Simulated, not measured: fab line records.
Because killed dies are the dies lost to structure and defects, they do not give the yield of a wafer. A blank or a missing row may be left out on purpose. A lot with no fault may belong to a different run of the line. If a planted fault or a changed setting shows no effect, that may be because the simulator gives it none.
Comparing a struck lot with a sound one | flow rit-cmos | 15 out of 202 route steps
Sound: wafers L455.1, L455.4, L455.6. The struck wafers were L464.2, L464.3, L464.4. Last of all comes the cause.
Per side, at each step with rows, come the tool, then ch with its chambers, and then its first start. Under that, the readings that differ: sound wafers | struck wafers | difference of the means | sigmas: that difference in standard deviations of wafers without a fault.
alike: a reading whose means differ by less than 2 such deviations, as well as words and numbers matching on both sides. not compared: withheld readings; readings where some wafer has no value; bounds like >300 that might hide an equal value; numbers whose values overlap and for which the record gives no deviation.
The two part at a step that has a row with sigmas, a row that says differs or no value, or rows on one side only. Non-overlapping numbers with no deviation appear without sigmas and do not part them. A reading that every wafer of one side lacks parts them only if that side has two wafers or more.

RIT_SDANNEAL_RS_MEAS_07: measurement is done with a four-point probe.
  struck on film-metro-03, day 5 18:40; sound on film-metro-03, day 4 01:14
  alike: NLDD_RS
then, 1 step without rows for these wafers: RIT_SILICIDE_WET_ETCH_00 (etches SiO2 in BOE, target depth 14 nm, time 15 s).
RIT_SILICIDE_SPUTTER_01: material Ti, target thk 30 nm, time 240 s.
  struck on pvd-sputter-02, day 5 18:47; sound on pvd-sputter-03, day 4 01:22
  alike: throttle-valve-pct
RIT_SILICIDE_RS_MEAS_02: measurement is done with a four-point probe.
  struck on film-metro-02, day 5 18:57; sound on film-metro-01, day 4 01:31
  alike: SILICIDE_TI_RS
RIT_SILICIDE_THK_MEAS_03: measures by xrf.
  struck on film-metro-02, day 5 19:04; sound on film-metro-01, day 4 01:38
  alike: SILICIDE_TI_THK
RIT_SILICIDE_RTA_04: time 10 s, ramp up 5 s, ramp down 5 s.
  sound on rtp-anneal-02 ch 0, day 4 01:41; struck on rtp-anneal-01 ch 0, day 5 19:08
  alike: wafer_temp_C_max
then, 1 step without rows for these wafers: RIT_SILICIDE_WET_ETCH_05 (etches Ti in SPM, time 120 s).
RIT_SILICIDE_RTA_06: time 10 s, ramp up 5 s, ramp down 10 s.
  sound on rtp-anneal-01 ch 0, day 4 01:48; struck on rtp-anneal-02 ch 0, day 5 19:14
  alike: wafer_temp_C_max
RIT_CONTACT_CVD_00: deposits SiO2 from TEOS, target thk 400 nm, time 61 s.
  sound on pecvd-02 ch 0,2, day 4 01:52; struck on pecvd-02 ch 0,2, day 5 19:17
  alike: heater-power-w
RIT_CONTACT_THK_MEAS_01:
  struck on film-metro-01, day 5 19:22; sound on film-metro-03, day 4 01:55
  alike: CONTACT_TEOS_THK
then, 2 steps without rows for these wafers: RIT_CONTACT_HMDS_02 (prime time 60 s); RIT_CONTACT_COAT_03 (resist thk 1000 nm).
RIT_CONTACT_SOFTBAKE_04: time 60 s.
  sound on litho-track-01 ch 0, day 4 02:26; struck on litho-track-01 ch 0, day 5 19:45
  reading                  | sound             | struck            | difference | sigmas
  heater-power-total-W (W) | 34.57 34.53 34.66 | 34.94 35.00 34.99 | +0.39      | +8
  plate-temp-C (C)         | 89.91 89.87 90.10 | 90.86 90.71 90.83 | +0.84      | +8
  alike: chill-plate-temp-C, exhaust-pa, resist-line-temp-C
then, 1 step without rows for these wafers: RIT_CONTACT_EXPOSE_05 (exposes mask M11, target cd 1000 nm).
RIT_M1_PROBE_99:
  struck on prober-01, day 6 01:56; sound on prober-02, day 4 08:25
  alike: killed-at-contacts, killed-at-front-end, killed-dies, killed-open, killed-short

== WHERE THEY PART ==
Only at RIT_CONTACT_SOFTBAKE_04, within this record. Later steps at which nothing parts them and some readings are alike: RIT_M1_PROBE_99.

WHY: the cause the simulator had injected
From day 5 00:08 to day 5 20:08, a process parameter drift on litho-track-01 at RIT_CONTACT_SOFTBAKE_04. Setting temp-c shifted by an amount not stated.
